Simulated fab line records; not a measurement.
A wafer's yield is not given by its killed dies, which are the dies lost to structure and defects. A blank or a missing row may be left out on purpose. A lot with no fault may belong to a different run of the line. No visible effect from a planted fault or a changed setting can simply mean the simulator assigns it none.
Shared-tool check	flow berkeley_cmos170	14 lots, 42 wafers sampled

## REASON IT WAS OPENED
2 of 14 lots carry a flag on the reading PSD_TW at UCB170_PSD_TW_MEAS_10. Wafers without a fault read 2314, standard deviation 24.
Rule: a lot is flagged when every wafer of it that has a number lies more than 4 standard deviations from that mean, or none has a number. The rest of the lots are taken to be sound.

lot	measured	on	PSD_TW, wafer by wafer	flag
L241	day 7 18:22	film_metro-02	2377 2354 2356	
L242	day 8 02:38	film_metro-03	2287 2299 2298	
L243	day 8 02:47	film_metro-01	2320 2320 2321	
L244	day 8 02:55	film_metro-01	2332 2320 2323	
L246	day 8 09:08	film_metro-03	2286 2292 2302	
L245	day 8 09:26	film_metro-03	2293 2292 2299	
L251	day 9 14:34	film_metro-03	2304 2303 2312	
L253	day 9 22:33	film_metro-01	2086 2082 2086	FLAGGED
L254	day 10 12:23	film_metro-01	2319 2330 2322	
L255	day 10 13:05	film_metro-02	2121 2110 2105	FLAGGED
L256	day 10 13:08	film_metro-03	2277 2288 2279	
L260	day 11 15:41	film_metro-03	2301 2296 2285	
L258	day 11 15:57	film_metro-03	2304 2298 2293	
L262	day 12 15:39	film_metro-01	2312 2312 2310	
Average over the flagged lots: 2098; offset from the usual -216, equal to -9 standard deviations.

## WHICH TOOL EACH LOT WENT THROUGH
Before the reading, the record contains 2 process steps out of a 331-step route. Cell contents, in order: the tool; ch with the chambers the sampled wafers went through; the start.
lot	flag	UCB170_PSD_IMPLANT_08	UCB170_PSD_STRIP_09
L241		implanter-01 ch 0, day 7 18:07	plasma_asher-02 ch 0,1, day 7 18:16
L242		implanter-03 ch 0, day 8 02:25	plasma_asher-04 ch 0,1, day 8 02:33
L243		implanter-01 ch 0, day 8 02:32	plasma_asher-02 ch 0,1, day 8 02:41
L244		implanter-03 ch 0, day 8 02:41	plasma_asher-04 ch 0,1, day 8 02:49
L246		implanter-03 ch 0, day 8 08:53	plasma_asher-01 ch 0,1, day 8 09:02
L245		implanter-01 ch 0, day 8 09:13	plasma_asher-02 ch 0,1, day 8 09:21
L251		implanter-02 ch 0, day 9 14:19	plasma_asher-01 ch 0,1, day 9 14:28
L253	FLAGGED	implanter-01 ch 0, day 9 22:18	plasma_asher-01 ch 0,1, day 9 22:25
L254		implanter-02 ch 0, day 10 12:10	plasma_asher-04 ch 0,1, day 10 12:17
L255	FLAGGED	implanter-01 ch 0, day 10 12:52	plasma_asher-04 ch 0,1, day 10 12:59
L256		implanter-03 ch 0, day 10 12:55	plasma_asher-01 ch 0,1, day 10 13:03
L260		implanter-03 ch 0, day 11 15:29	plasma_asher-02 ch 0,1, day 11 15:35
L258		implanter-02 ch 0, day 11 15:43	plasma_asher-01 ch 0,1, day 11 15:50
L262		implanter-03 ch 0, day 12 15:25	plasma_asher-01 ch 0,1, day 12 15:32
What is done by these steps:
- UCB170_PSD_IMPLANT_08
- UCB170_PSD_STRIP_09: strips in O2.
- UCB170_PSD_TW_MEAS_10

## FLAGGED OVER TOTAL, TOOL BY TOOL (the gauges that took the reading come last)
step	tool	lots run	flagged	share of the flagged lots	sound lots run after its first flagged lot
UCB170_PSD_IMPLANT_08	implanter-01	5	2	all	0
UCB170_PSD_IMPLANT_08	implanter-02	3	0	none	-
UCB170_PSD_IMPLANT_08	implanter-03	6	0	none	-
UCB170_PSD_STRIP_09	plasma_asher-01	6	1	some	3 (L256,L258,L262)
UCB170_PSD_STRIP_09	plasma_asher-02	4	0	none	-
UCB170_PSD_STRIP_09	plasma_asher-04	4	1	some	0
UCB170_PSD_TW_MEAS_10	film_metro-01	5	1	some	2 (L254,L262)
UCB170_PSD_TW_MEAS_10	film_metro-02	2	1	some	0
UCB170_PSD_TW_MEAS_10	film_metro-03	7	0	none	-

## WHAT IS ALLOWED BY THE TABLE
All flagged lots share 1 row of the table, namely implanter-01 at UCB170_PSD_IMPLANT_08.
- implanter-01 at UCB170_PSD_IMPLANT_08: 2 of its 5 lots flagged. It ran its last sound lot, L245, at day 8 09:13 and its first flagged lot, L253, at day 9 22:18: a fault with its onset between the two fits. Its own readings (dose_ions_cm2, faraday_current_uA) fall more than 4 standard deviations out on all wafers of the flagged lots.
One tool is left: implanter-01 at UCB170_PSD_IMPLANT_08.

## WHAT THE SIMULATOR HAD INSERTED
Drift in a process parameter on implanter-01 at UCB170_PSD_IMPLANT_08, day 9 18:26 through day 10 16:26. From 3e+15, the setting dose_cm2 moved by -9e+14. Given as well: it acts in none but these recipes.
Shown lots that were struck: L253, L255. The same result came from the rule above.
